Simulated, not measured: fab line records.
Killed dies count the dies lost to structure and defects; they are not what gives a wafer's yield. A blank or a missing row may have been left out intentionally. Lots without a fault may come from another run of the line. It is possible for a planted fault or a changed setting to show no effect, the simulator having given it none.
Problem report in the 8D (eight disciplines) form, filled by code :: flow ritCmos :: the parts of the form that need people (team, actions taken, sign-off) are left out

1. WHAT IS WRONG
NWELL_RS at RIT_WELLDRIVE_RS_MEAS_01 reads a mean of 346.8 ohm/sq on 9 wafers of 3 lots; wafers without a fault read 275.5 ohm/sq with a standard deviation of 0.86. That puts it +83 standard deviations away from the usual mean.
The step: measures by four-point-probe.
The first sign was on wafer L628.2 at day 5 09:05, on filmMetro-01. Wafers with a number at this step in the record: 45, from 15 lots. Rule for "out" (also "out of limits"): further than 4 standard deviations from the usual mean. The other wafers with a number count as sound.

2. WHAT IT IS, WHAT IT ISN'T
question: which readings at this step
is: NWELL_RS
is not: -

question: which lots
is: L628, L629, L633
is not: L613, L614, L615, L617, L619, L620, L621, L622, L623, L624, L635, L636

question: which wafers of those lots
is: all that have a number
is not: -

question: read on which gauges
is: filmMetro-01, filmMetro-02
is not: filmMetro-04

question: when
is: from day 5 09:05
is not: up to then (30 sound wafers); but 6 sound wafers of L635, L636 came after

3. SUSPECTS, AND WHAT RULES EACH OUT
Counting: a tool stays on the suspect list if, at a process step up to the reading, it processed all lots that are out and no sound lot following the first of them.
- ruled out: the gauge at RIT_WELLDRIVE_RS_MEAS_01. 2 gauges (filmMetro-01, filmMetro-02) read the wafers that are out.
- furnace-01 at RIT_WELLDRIVE_ANNEAL_00 (time 14700 s): kept. It processed each lot that is out, first L628 at day 5 03:58, and no sound lot thereafter; up to then, the last sound lot it processed was L624 at day 4 12:08. Its own spikeTcCentreC, spikeTcLoadC, spikeTcSourceC, tubeCenterTempC, tube_center_temp_C_max readings are out on those wafers.
Left after counting: furnace-01 at RIT_WELLDRIVE_ANNEAL_00.

4. THE CAUSE (what the simulator had put in)
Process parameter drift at RIT_WELLDRIVE_ANNEAL_00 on furnace-01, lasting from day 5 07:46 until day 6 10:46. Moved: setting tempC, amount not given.
Only this tool survived the counting.

5. THE EFFECT CHAIN, in route order
One row per reading whose mean, taken over the struck wafers that have a number, lies over 3 standard deviations from the usual. Only readings whose record carries a usual standard deviation are examined. hours: median over the lots of the time between each lot's start at the first step of this table that gives one and its start at this step. sigmas: the change, counted in usual standard deviations.
hours: 0
step: RIT_WELLDRIVE_ANNEAL_00
reading: spikeTcCentreC
usual: 1102.8 C
on struck wafers: 1042.4
change: -60.4
sigmas: -50

hours: 0
step: RIT_WELLDRIVE_ANNEAL_00
reading: spikeTcLoadC
usual: 1126 C
on struck wafers: 1064
change: -62
sigmas: -19

hours: 0
step: RIT_WELLDRIVE_ANNEAL_00
reading: spikeTcSourceC
usual: 1126.0 C
on struck wafers: 1064.3
change: -61.7
sigmas: -44

hours: 0
step: RIT_WELLDRIVE_ANNEAL_00
reading: tubeCenterTempC
usual: 1100 C
on struck wafers: 1040
change: -60
sigmas: -99 or more

hours: 0
step: RIT_WELLDRIVE_ANNEAL_00
reading: tube_center_temp_C_max
usual: 1102.8
on struck wafers: 1042.6
change: -60.2
sigmas: -99 or more

hours: 0
step: RIT_WELLDRIVE_ANNEAL_00
reading: zonePowerLoadPct
usual: 40.9 %
on struck wafers: 36.5
change: -4.4
sigmas: -3.7

hours: 5
step: RIT_WELLDRIVE_RS_MEAS_01
reading: NWELL_RS
usual: 275.5 ohm/sq
on struck wafers: 346.8
change: +71.3
sigmas: +83

hours: 5
step: RIT_WELLDRIVE_RS_MEAS_02
reading: PWELL_RS
usual: 435.9 ohm/sq
on struck wafers: 500.5
change: +64.6
sigmas: +50
Here are the process steps it includes:
- RIT_WELLDRIVE_ANNEAL_00: time 14700 s.

6. WHAT WOULD HAVE CAUGHT IT SOONER
In this record the first reading out of limits at a measuring or inspecting step was taken at day 5 09:05, 1 hour after the fault began at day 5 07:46.
Tool's own readings at RIT_WELLDRIVE_ANNEAL_00, spikeTcCentreC, spikeTcLoadC, spikeTcSourceC, tubeCenterTempC, tube_center_temp_C_max: out on all struck wafers the step has rows for; an alarm limit on them would have tripped on the first.
L629, L633, from the lots that are out (3), started RIT_WELLDRIVE_ANNEAL_00 on furnace-01 later than day 5 09:05. A hold on the tool at that time would have spared those 2.
